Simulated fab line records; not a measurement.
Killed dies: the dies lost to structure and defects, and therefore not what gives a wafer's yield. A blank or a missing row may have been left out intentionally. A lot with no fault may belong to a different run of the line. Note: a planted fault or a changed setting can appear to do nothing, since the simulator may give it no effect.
A struck lot beside a sound one / flow berkeley cmos170 / 19 steps out of a route of 331
Sound: wafers L669.1, L669.2, L669.3. Wafers L673.1, L673.5, L673.6 were the ones struck. At the end, the cause is stated.
At each step with rows: each side's tool, then ch and its chambers, then its first start. Under that, the readings that differ: sound wafers / struck wafers / difference of the means / sigmas: that difference in standard deviations of wafers without a fault.
alike: readings with means less than 2 such deviations apart, plus words and numbers identical on both sides. not compared: withheld readings, readings lacking a value on some wafer, bounds such as >300 that could conceal the same value, and numbers that have no deviation in the record and whose values overlap.
A row with sigmas, a row that says differs or no value, or rows on one side alone: a step with any of these is where the two part. Numbers that don't overlap but have no deviation are shown without sigmas and don't part them. A reading missing from all wafers of one side parts the sides only when that side holds two or more wafers.

first, 5 steps without rows for these wafers: UCB170_ACTIVE_COAT_08 (resist thk 900 nm); UCB170_ACTIVE_SOFTBAKE_09 (time 60 s); UCB170_ACTIVE_EXPOSE_10 (exposes mask ACTIVE, target cd 1200 nm); UCB170_ACTIVE_PEB_11; UCB170_ACTIVE_DEVELOP_12 (develop time 45 s).
UCB170_ACTIVE_CD_MEAS_13: the cd target is 1200 nm.
  sound on cd sem-02, day 7 13:04; struck on cd sem-01, day 8 00:50
reading=cd nm (nm); sound=1204.7 1202.7 1205.2; struck=1200.0 1199.0 1197.8; difference=-5.3; sigmas=-3
UCB170_ACTIVE_OVL_MEAS_14:
  sound on overlay-01, day 7 13:11; struck on overlay-02, day 8 00:57
  alike: ACTIVE_OVL
UCB170_ACTIVE_ETCH_15: etches Si3N4 in CH3F/Ar/O2, stops on SiO2, target depth 242 nm, time 151 s.
  sound on rie diel-01 ch 1,2,3, day 7 13:13; struck on rie diel-01 ch 0,1, day 8 00:59
  alike: chamber pressure mTorr, drypump motor current A, oes product au, throttle valve pct
  not compared: rf hours counter h
UCB170_ACTIVE_STRIP_16: strips in O2.
  sound on plasma asher-04 ch 0,1, day 7 13:19; struck on plasma asher-04 ch 0,1, day 8 01:05
  alike: chamber pressure mTorr, drypump motor current A, oes product au, strip time to endpoint s
  not compared: rf hours counter h
UCB170_ACTIVE_CD_MEAS_90: the cd target is 1200 nm.
  sound on cd sem-02, day 7 13:25; struck on cd sem-01, day 8 01:13
reading=cd nm (nm); sound=1205.0 1202.8 1205.3; struck=1199.9 1198.6 1197.9; difference=-5.6; sigmas=-3
then, 2 steps without rows for these wafers: UCB170_ACTIVE_CLEAN_17 (cleans in SPM, time 600 s); UCB170_PFIELD_HMDS_00 (prime time 60 s).
UCB170_PFIELD_COAT_01: resist thk 900 nm.
  struck on litho track-02, day 8 02:17; sound on litho track-02 ch 0, day 7 14:02
  no value came back on the struck wafers for chill plate temp C (C), dispense pressure kPa (kPa); on the sound wafers chill plate temp C (C) reads 23.04 22.97 22.97
then, 4 steps without rows for these wafers: UCB170_PFIELD_SOFTBAKE_02 (time 60 s); UCB170_PFIELD_EXPOSE_03 (exposes mask PFIELD, target cd 1500 nm); UCB170_PFIELD_PEB_04; UCB170_PFIELD_DEVELOP_05 (develop time 45 s).
UCB170_PFIELD_OVL_MEAS_06:
  sound on overlay-02, day 7 15:29; struck on overlay-01, day 8 03:26
reading=PFIELD_OVL (nm); sound=-2 -6 -4; struck=- - -; difference=no value on the struck wafers; sigmas=
following that, these wafers have no rows for 1 step: UCB170_PFIELD_IMPLANT_07.

WHERE THEY PART
At UCB170_ACTIVE_CD_MEAS_13 first; at UCB170_PFIELD_OVL_MEAS_06 last (within this record only).

WHY: what the simulator had put in
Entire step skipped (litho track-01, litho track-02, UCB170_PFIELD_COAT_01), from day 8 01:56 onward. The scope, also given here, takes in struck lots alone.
